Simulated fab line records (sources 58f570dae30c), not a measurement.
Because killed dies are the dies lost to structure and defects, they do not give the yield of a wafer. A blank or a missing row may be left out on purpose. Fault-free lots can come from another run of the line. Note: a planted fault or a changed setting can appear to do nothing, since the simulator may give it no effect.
fab line records	flow berkeleyCmos170
record lots=5	wafers=27
route steps=331 shown PWELL@48 ACTIVE@75 M2@289 V2@306
startH: hours from the record's opening day to when the first of the lot's shown wafers began	waitH: how many hours have passed since the lot's step before this one	" identical to the entry in the row above	L1.1+2: a single row standing in for several wafers	- either no value or no given start	* or withheld: withheld	< > ~ a bound
route shown NAME@n: NAME is a module with steps in the file, n the number in the route of the first one	usual: mean and standard deviation over wafers with no fault	same: alike in all rows	chamber/n: place in a boat	sites: each site's reading	_std_site: standard deviation of those values	_edge_site: inner sites' mean taken away from outer sites' mean	radiusMm: for every site, how far away it sits from the centre of the wafer	mask NAME#n: copy n	behind: the tool/chamber that last shaped the wafer	hold: reason for holding the lot/hours on hold/outcome of the hold	device: which transistor (n, p or np) failed to switch	end of line: tests of these same wafers at the route's end	for a step that has no rows: nothing shown but its recipe	killed: at the first sort, the dies lost to defects and structure; wafer yield is something else	map: a wafer's dies, marking killed ones x, the rest . and places with no die _
set.NAME: the setting as run; set.NAME@STEP: as run at that earlier step	model.NAME: the simulator's own value behind a step, which no gauge read
lots where settings were altered on purpose, with a table for each step and a row for each wafer
## steps
# step UCB170_PWELL_ETCH_14
# recipe chemistry=CH3F/Ar/O2	target=Si3N4	stopOn=SiO2	CH3F_flow_sccm=20	Ar_flow_sccm=50	O2_flow_sccm=7	pressureMtorr=50	rfW=450	targetDepthA=2420	overEtchFrac=0.1	timeS=151
lot.wafer	tool	chamber	startH	waitH	set.timeS	model.KrF_of_PWELL_COAT_08.thkNm	model.SiO2_of_PWELL_OXIDATION_02.thkNm
L074.1	rieDiel-03	1	44.63	0.0	151	724.8	22.48
L074.2	"	0	"	"	151	722.7	23.02
L074.3	"	3	"	"	151	726.2	22.23
L074.4	"	2	"	"	151	724.2	22.78
L074.5	"	0	"	"	151	723.7	22.39
L074.6	"	1	"	"	151	723.3	22.61
L075.1	rieDiel-04	3	53.24	0.0	151	721.8	22.94
L075.2	"	0	"	"	151	723.3	23.25
L075.3	"	2	"	"	151	717.2	22.5
L075.4	"	1	"	"	151	720.6	23.37
L075.5	"	3	"	"	151	723.2	23.42
L075.6	"	2	"	"	151	721.6	22.54
L076.1	rieDiel-03	1	53.29	0.0	178	693.4	16.33
L076.2	"	2	"	"	178	692.7	16.52
L076.3	"	0	"	"	151	722.1	23.57
L076.4	"	3	"	"	178	694.8	16.24
L076.5	"	0	"	"	151	724.3	23.38
L076.6	"	1	"	"	151	726.2	23.58
L083.1	rieDiel-03	2	96.71	0.0	151	726	22.67
L083.2	"	0	"	"	176.6	702	16.54
L083.3	"	3	"	"	176.6	706.7	16.08
L083.4	"	0	"	"	151	728.9	23.1
L083.5	"	2	"	"	151	726.7	22.86
L083.6	"	3	"	"	176.6	700.8	16.13
L084.1	rieDiel-04	3	99.79	0.0	151	727.5	22.32
L084.3	"	0	"	"	151	724.6	22.75
L084.6	"	3	"	"	151	725.4	22.35
# step UCB170_PWELL_IMPLANT_15
# recipe species=B	doseCm2=5e+12	energyKev=60	tiltDeg=7.228
# step UCB170_PWELL_STRIP_16
# recipe chemistry=O2	powerW=400	pressureMtorr=3500	platenTempC=withheld	o2FlowSccm=400	overashFraction=0.5
# usual stripTimeToEndpointS=18.10/0.073
lot.wafer	tool	chamber	startH	waitH	set.timeS@PWELL_ETCH_14	stripTimeToEndpointS
L074.1	plasmaAsher-03	0	44.88	0.1	151	18.09
L074.2	"	1	"	"	151	18.05
L074.3	"	1	"	"	151	18.12
L074.4	"	0	"	"	151	18.08
L074.5	"	0	"	"	151	18.04
L074.6	"	1	"	"	151	18.05
L075.1	plasmaAsher-03	0	53.49	0.1	151	18.03
L075.2	"	1	"	"	151	18.06
L075.3	"	0	"	"	151	17.91
L075.4	"	1	"	"	151	18.00
L075.5	"	0	"	"	151	18.06
L075.6	"	1	"	"	151	18.02
L076.1	plasmaAsher-04	1	53.56	0.1	178	17.32
L076.2	"	0	"	"	178	17.33
L076.3	"	1	"	"	151	18.03
L076.4	"	0	"	"	178	17.38
L076.5	"	1	"	"	151	18.09
L076.6	"	0	"	"	151	18.13
L083.1	plasmaAsher-02	0	97.11	0.2	151	18.14
L083.2	"	1	"	"	176.6	17.56
L083.3	"	1	"	"	176.6	17.67
L083.4	"	0	"	"	151	18.20
L083.5	"	1	"	"	151	18.14
L083.6	"	0	"	"	176.6	17.51
L084.1	plasmaAsher-03	1	100.04	0.1	151	18.15
L084.3	"	0	"	"	151	18.09
L084.6	"	1	"	"	151	18.12
# step UCB170_ACTIVE_ETCH_15
# recipe chemistry=CH3F/Ar/O2	target=Si3N4	stopOn=SiO2	CH3F_flow_sccm=20	Ar_flow_sccm=50	O2_flow_sccm=7	pressureMtorr=50	rfW=450	targetDepthA=2420	overEtchFrac=0.1	timeS=151
# usual oesProductAu=0.941/0.017
lot.wafer	tool	chamber	startH	waitH	set.targetDepthA	oesProductAu	model.SiO2_of_ACTIVE_OXIDATION_02.thkNm	model.KrF_of_ACTIVE_COAT_08.thkNm
L074.1	rieDiel-02	3	70.10	0.0	2420	0.929	22.82	710.9
L074.2	"	1	"	"	1526	1.010	23.82	768
L074.3	"	0	"	"	2420	0.935	22.43	709.4
L074.4	"	2	"	"	2420	0.960	22.7	710.9
L074.5	"	0	"	"	1526	1.000	23.86	774.1
L074.6	"	1	"	"	1526	1.020	24.1	769.4
L075.1	rieDiel-02	1	79.87	0.0	2420	0.940	23.13	708.9
L075.2	"	0	"	"	3445	0.771	6.019	641.7
L075.3	"	3	"	"	2420	0.930	23.65	707.7
L075.4	"	2	"	"	2420	0.965	23.32	709.5
L075.5	"	2	"	"	3445	0.798	6.504	639.7
L075.6	"	3	"	"	3445	0.772	6.289	636.9
L076.1	rieDiel-03	0	80.15	0.0	2420	0.928	22.91	710.5
L076.2	"	2	"	"	2420	0.966	22.95	715.3
L076.3	"	1	"	"	2420	0.920	22.91	712.3
L076.4	"	3	"	"	2420	0.955	22.67	712.2
L076.5	"	3	"	"	2420	0.949	22.71	712.3
L076.6	"	2	"	"	2420	0.973	23.01	711.6
L084.1	rieDiel-03	3	130.53	0.0	2420	0.946	22.66	722.4
L084.3	"	2	"	"	2420	0.964	23	715.1
L084.6	"	2	"	"	2420	0.968	22.49	714.8
L083.1	rieDiel-02	0	130.64	0.0	2420	0.958	22.1	714.2
L083.2	"	3	"	"	2420	0.952	22.13	711
L083.3	"	1	"	"	2420	0.941	22.26	711.3
L083.4	"	2	"	"	2420	0.975	22.02	709.5
L083.5	"	2	"	"	2420	0.966	22.12	711.3
L083.6	"	3	"	"	2420	0.942	21.75	712.1
# step UCB170_ACTIVE_STRIP_16
# recipe chemistry=O2	powerW=400	pressureMtorr=3500	platenTempC=withheld	o2FlowSccm=400	overashFraction=0.5
# usual stripTimeToEndpointS=17.82/0.082
lot.wafer	tool	chamber	startH	waitH	set.targetDepthA@ACTIVE_ETCH_15	stripTimeToEndpointS
L074.1	plasmaAsher-01	1	70.20	0.1	2420	17.76
L074.2	"	0	"	"	1526	19.12
L074.3	"	1	"	"	2420	17.72
L074.4	"	0	"	"	2420	17.75
L074.5	"	1	"	"	1526	19.28
L074.6	"	0	"	"	1526	19.17
L075.1	plasmaAsher-01	0	79.97	0.1	2420	17.70
L075.2	"	1	"	"	3445	16.11
L075.3	"	1	"	"	2420	17.68
L075.4	"	0	"	"	2420	17.74
L075.5	"	1	"	"	3445	16.06
L075.6	"	0	"	"	3445	15.98
L076.1	plasmaAsher-02	1	80.25	0.1	2420	17.75
L076.2	"	0	"	"	2420	17.85
L076.3	"	0	"	"	2420	17.79
L076.4	"	1	"	"	2420	17.78
L076.5	"	0	"	"	2420	17.79
L076.6	"	1	"	"	2420	17.77
L084.1	plasmaAsher-01	0	130.63	0.1	2420	18.05
L084.3	"	0	"	"	2420	17.86
L084.6	"	0	"	"	2420	17.86
L083.1	plasmaAsher-01	1	130.74	0.1	2420	17.85
L083.2	"	0	"	"	2420	17.77
L083.3	"	0	"	"	2420	17.76
L083.4	"	1	"	"	2420	17.72
L083.5	"	1	"	"	2420	17.75
L083.6	"	0	"	"	2420	17.77
# step UCB170_M2_METAL_ETCH_18
# recipe chemistry=Cl2/BCl3	target=Al	stopOn=SiO2	pressureMtorr=12	targetDepthA=11700	overEtchFrac=0.3	timeS=195	icpW=600	biasW=120	Cl2_flow_sccm=90	bcl3FlowSccm=45
# usual oesProductAu=0.857/0.011
lot.wafer	tool	chamber	startH	waitH	set.targetDepthA	oesProductAu	model.KrF_of_M2_COAT_10.thkNm	model.M2.featureDepthNm	model.SiO2_of_V1_CVD_00.thkNm
L074.1	rieMetal-04	1	143.74	-	9756	0.936	350.2	944.2	947.8
L074.2	"	0	"	"	9756	0.935	345.4	945.1	947.6
L074.3	"	0	"	"	11700	0.847	230	953.9	937.8
L074.4	"	1	"	"	9756	0.937	358.1	941.9	947.1
L074.5	"	0	"	"	11700	0.853	240.6	951.3	937.2
L074.6	"	1	"	"	11700	0.844	238.7	958.7	938.1
L076.1	rieMetal-04	0	151.96	-	15880	0.717	0.122	979.1	914.7
L076.2	"	1	"	"	11700	0.849	242	947.1	940.2
L076.3	"	1	"	"	15880	0.716	4.414	974.1	915.5
L076.4	"	0	"	"	11700	0.838	234.9	956.2	939.5
L076.5	"	1	"	"	11700	0.842	237.8	948.8	939.7
L076.6	"	0	"	"	15880	0.717	0	980.8	913.8
L075.1	rieMetal-01	1	152.38	-	16710	0.719	0	1011	910.2
L075.2	"	0	"	"	11700	0.869	242.1	980.4	938.5
L075.3	"	0	"	"	16710	0.726	0	995	911.5
L075.4	"	1	"	"	11700	0.864	231.4	975.3	938.5
L075.5	"	1	"	"	11700	0.864	231.2	975.8	937.8
L075.6	"	0	"	"	16710	0.733	0	999.5	912.1
L084.1	rieMetal-04	1	202.51	-	11700	0.854	235.4	959	941.4
L084.3	"	0	"	"	11700	0.848	235.3	957.4	940.3
L084.6	"	1	"	"	11700	0.849	241.4	961.9	941.1
L083.1	rieMetal-02	1	202.79	-	11700	0.866	241.1	957.4	940.9
L083.2	"	0	"	"	11700	0.872	230.9	967.5	938.5
L083.3	"	0	"	"	11700	0.870	226.7	964.5	938.4
L083.4	"	1	"	"	11700	0.862	236.8	962.5	939.9
L083.5	"	1	"	"	11700	0.861	235.5	962.7	939.4
L083.6	"	0	"	"	11700	0.866	224.4	966.9	938.2
# step UCB170_M2_STRIP_19
# recipe chemistry=O2	powerW=400	pressureMtorr=3500	platenTempC=withheld	o2FlowSccm=400	overashFraction=0.5
# usual oesProductAu=0.568/0.01
lot.wafer	tool	chamber	startH	waitH	set.targetDepthA@M2_METAL_ETCH_18	oesProductAu
L074.1	plasmaAsher-01	0	143.93	0.1	9756	0.684
L074.2	"	1	"	"	9756	0.668
L074.3	"	0	"	"	11700	0.553
L074.4	"	1	"	"	9756	0.700
L074.5	"	1	"	"	11700	0.573
L074.6	"	0	"	"	11700	0.574
L076.1	plasmaAsher-04	1	152.14	0.1	15880	0.313
L076.2	"	0	"	"	11700	0.575
L076.3	"	1	"	"	15880	0.316
L076.4	"	0	"	"	11700	0.572
L076.5	"	1	"	"	11700	0.567
L076.6	"	0	"	"	15880	0.310
L075.1	plasmaAsher-02	1	152.57	0.1	16710	0.318
L075.2	"	0	"	"	11700	0.577
L075.3	"	0	"	"	16710	0.325
L075.4	"	1	"	"	11700	0.559
L075.5	"	0	"	"	11700	0.561
L075.6	"	1	"	"	16710	0.314
L084.1	plasmaAsher-02	1	202.70	0.1	11700	0.566
L084.3	"	0	"	"	11700	0.565
L084.6	"	1	"	"	11700	0.577
L083.1	plasmaAsher-02	1	202.97	0.1	11700	0.572
L083.2	"	0	"	"	11700	0.559
L083.3	"	0	"	"	11700	0.560
L083.4	"	1	"	"	11700	0.570
L083.5	"	0	"	"	11700	0.564
L083.6	"	1	"	"	11700	0.564
# step UCB170_M2_CD_MEAS_90
# recipe targetCdNm=700
# usual cdNm=700/3.5
lot.wafer	tool	chamber	startH	waitH	set.targetDepthA@M2_METAL_ETCH_18	cdNm
L074.1	cdSem-01	-	144.03	0.1	9756	710
L074.2	"	-	"	"	9756	712
L074.3	"	-	"	"	11700	704
L074.4	"	-	"	"	9756	714
L074.5	"	-	"	"	11700	703
L074.6	"	-	"	"	11700	705
L076.1	cdSem-01	-	152.24	0.1	15880	682
L076.2	"	-	"	"	11700	702
L076.3	"	-	"	"	15880	685
L076.4	"	-	"	"	11700	701
L076.5	"	-	"	"	11700	699
L076.6	"	-	"	"	15880	684
L075.1	cdSem-01	-	152.67	0.1	16710	673
L075.2	"	-	"	"	11700	695
L075.3	"	-	"	"	16710	678
L075.4	"	-	"	"	11700	695
L075.5	"	-	"	"	11700	692
L075.6	"	-	"	"	16710	678
L084.1	cdSem-02	-	202.80	0.1	11700	699
L084.3	"	-	"	"	11700	699
L084.6	"	-	"	"	11700	700
L083.1	cdSem-02	-	203.07	0.1	11700	701
L083.2	"	-	"	"	11700	701
L083.3	"	-	"	"	11700	702
L083.4	"	-	"	"	11700	697
L083.5	"	-	"	"	11700	702
L083.6	"	-	"	"	11700	700
# step UCB170_V2_ETCH_14
# recipe chemistry=CHF3/CF4/Ar	target=SiO2	stopOn=Al	CHF3_flow_sccm=45	cf4FlowSccm=15	Ar_flow_sccm=150	pressureMtorr=200	rfW=700	targetDepthA=12500	overEtchFrac=0.25	timeS=291
lot.wafer	tool	chamber	startH	waitH	set.timeS	model.etch.depthNm	model.V2.featureDepthNm
L074.1	rieDiel-04	1	146.02	0.0	291	999.6	999.6
L074.2	"	3	"	"	403.9	999	1011
L074.3	"	0	"	"	291	1001	1001
L074.4	"	3	"	"	291	1000	1000
L074.5	"	1	"	"	403.9	1001	1013
L074.6	"	0	"	"	403.9	999.4	1011
L076.1+5	rieDiel-03	1	154.53	0.0	291	1000	1000
L076.2	"	2	"	"	291	999.5	999.5
L076.3	"	3	"	"	210.6	905.5	905.5
L076.4	"	0	"	"	210.6	904.6	904.6
L076.6	"	0	"	"	210.6	903.8	903.8
L075.1	rieDiel-01	0	155.08	0.0	123	524.8	524.8
L075.2	"	1	"	"	123	528.9	528.9
L075.3	"	2	"	"	291	1001	1001
L075.4	"	3	"	"	291	999.6	999.6
L075.5	"	1	"	"	291	1000	1001
L075.6	"	0	"	"	123	528.2	528.2
L084.1+3+6	rieDiel-04	0,1,0	205.59	0.0	291	1001	1001
L083.1	rieDiel-01	2	206.05	0.0	457.6	998.7	1017
L083.2	"	0	"	"	291	999.3	999.4
L083.3	"	1	"	"	291	999.4	999.7
L083.4	"	3	"	"	457.6	999.7	1018
L083.5	"	0	"	"	291	1000	1000
L083.6	"	1	"	"	457.6	999	1017
# step UCB170_V2_STRIP_15
# recipe chemistry=O2	powerW=400	pressureMtorr=3500	platenTempC=withheld	o2FlowSccm=400	overashFraction=0.5
# usual stripTimeToEndpointS=15.34/0.095
lot.wafer	tool	chamber	startH	waitH	set.timeS@V2_ETCH_14	stripTimeToEndpointS
L074.1	plasmaAsher-01	1	146.19	0.1	291	15.46
L074.2	"	0	"	"	403.9	13.03
L074.3	"	1	"	"	291	15.42
L074.4	"	0	"	"	291	15.46
L074.5	"	0	"	"	403.9	12.85
L074.6	"	1	"	"	403.9	12.98
L076.1	plasmaAsher-04	1	154.71	0.1	291	15.33
L076.2	"	0	"	"	291	15.32
L076.3	"	1	"	"	210.6	17.05
L076.4	"	0	"	"	210.6	17.16
L076.5	"	1	"	"	291	15.32
L076.6	"	0	"	"	210.6	17.07
L075.1	plasmaAsher-01	1	155.26	0.1	123	19.05
L075.2	"	0	"	"	123	19.10
L075.3	"	1	"	"	291	15.33
L075.4	"	0	"	"	291	15.32
L075.5	"	0	"	"	291	15.38
L075.6	"	1	"	"	123	19.06
L084.1	plasmaAsher-04	0	205.76	0.1	291	15.40
L084.3	"	1	"	"	291	15.33
L084.6	"	0	"	"	291	15.27
L083.1	plasmaAsher-04	0	206.22	0.1	457.6	11.61
L083.2	"	1	"	"	291	15.30
L083.3	"	0	"	"	291	15.31
L083.4	"	1	"	"	457.6	11.55
L083.5	"	1	"	"	291	15.35
L083.6	"	0	"	"	457.6	11.49
# step UCB170_V2_CD_MEAS_90
# recipe targetCdNm=700
# usual cdNm=700.2/1.3
lot.wafer	tool	chamber	startH	waitH	set.timeS@V2_ETCH_14	cdNm
L074.1	cdSem-01	-	146.29	0.1	291	700.9
L074.2	"	-	"	"	403.9	704.2
L074.3	"	-	"	"	291	700.9
L074.4	"	-	"	"	291	701.5
L074.5	"	-	"	"	403.9	704.2
L074.6	"	-	"	"	403.9	704.6
L076.1	cdSem-01	-	154.81	0.1	291	699.9
L076.2	"	-	"	"	291	700.6
L076.3	"	-	"	"	210.6	697.8
L076.4	"	-	"	"	210.6	696.7
L076.5	"	-	"	"	291	699.4
L076.6	"	-	"	"	210.6	697.9
L075.1	cdSem-01	-	155.36	0.1	123	693.7
L075.2	"	-	"	"	123	695.5
L075.3	"	-	"	"	291	699.4
L075.4	"	-	"	"	291	700.3
L075.5	"	-	"	"	291	701.0
L075.6	"	-	"	"	123	693.8
L084.1	cdSem-01	-	205.86	0.1	291	699.3
L084.3	"	-	"	"	291	698.8
L084.6	"	-	"	"	291	699.5
L083.1	cdSem-01	-	206.32	0.1	457.6	706.9
L083.2	"	-	"	"	291	701.5
L083.3	"	-	"	"	291	702.0
L083.4	"	-	"	"	457.6	705.1
L083.5	"	-	"	"	291	700.3
L083.6	"	-	"	"	457.6	708.3
## key
split step=UCB170_PWELL_ETCH_14	setting=timeS	stated=151	by=wafer
response step=UCB170_PWELL_ETCH_14	reading=model.KrF_of_PWELL_COAT_08.thkNm	change=-1.57	per=1%	r=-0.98
response step=UCB170_PWELL_ETCH_14	reading=model.SiO2_of_PWELL_OXIDATION_02.thkNm	change=-0.395	per=1%	r=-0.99
response step=UCB170_PWELL_STRIP_16	reading=stripTimeToEndpointS	change=*	per=1%	r=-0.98
split step=UCB170_ACTIVE_ETCH_15	setting=targetDepthA	stated=2420	by=wafer
response step=UCB170_ACTIVE_ETCH_15	reading=oesProductAu	change=-0.00301	per=1%	r=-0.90
response step=UCB170_ACTIVE_ETCH_15	reading=model.SiO2_of_ACTIVE_OXIDATION_02.thkNm	shape=bent	atLowest=23.93	atStated=22.65	atHighest=6.27
response step=UCB170_ACTIVE_ETCH_15	reading=model.KrF_of_ACTIVE_COAT_08.thkNm	change=-1.63	per=1%	r=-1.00
response step=UCB170_ACTIVE_STRIP_16	reading=stripTimeToEndpointS	change=*	per=1%	r=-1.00
split step=UCB170_M2_METAL_ETCH_18	setting=targetDepthA	stated=11700	by=wafer
response step=UCB170_M2_METAL_ETCH_18	reading=oesProductAu	change=-0.00353	per=1%	r=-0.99
response step=UCB170_M2_METAL_ETCH_18	reading=model.KrF_of_M2_COAT_10.thkNm	change=-6.03	per=1%	r=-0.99
response step=UCB170_M2_METAL_ETCH_18	reading=model.M2.featureDepthNm	change=+0.652	per=1%	r=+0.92
response step=UCB170_M2_METAL_ETCH_18	reading=model.SiO2_of_V1_CVD_00.thkNm	change=-0.654	per=1%	r=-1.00
response step=UCB170_M2_STRIP_19	reading=oesProductAu	change=-0.00642	per=1%	r=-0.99
response step=UCB170_M2_CD_MEAS_90	reading=cdNm	change=-0.436	per=1%	r=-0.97
split step=UCB170_V2_ETCH_14	setting=timeS	stated=291	by=wafer
response step=UCB170_V2_ETCH_14	reading=model.etch.depthNm	shape=bent	atLowest=527.3	atStated=1000	atHighest=999.1
response step=UCB170_V2_ETCH_14	reading=model.V2.featureDepthNm	shape=bent	atLowest=527.3	atStated=1000	atHighest=1017
response step=UCB170_V2_STRIP_15	reading=stripTimeToEndpointS	change=*	per=1%	r=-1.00
response step=UCB170_V2_CD_MEAS_90	reading=cdNm	change=+0.0959	per=1%	r=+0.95
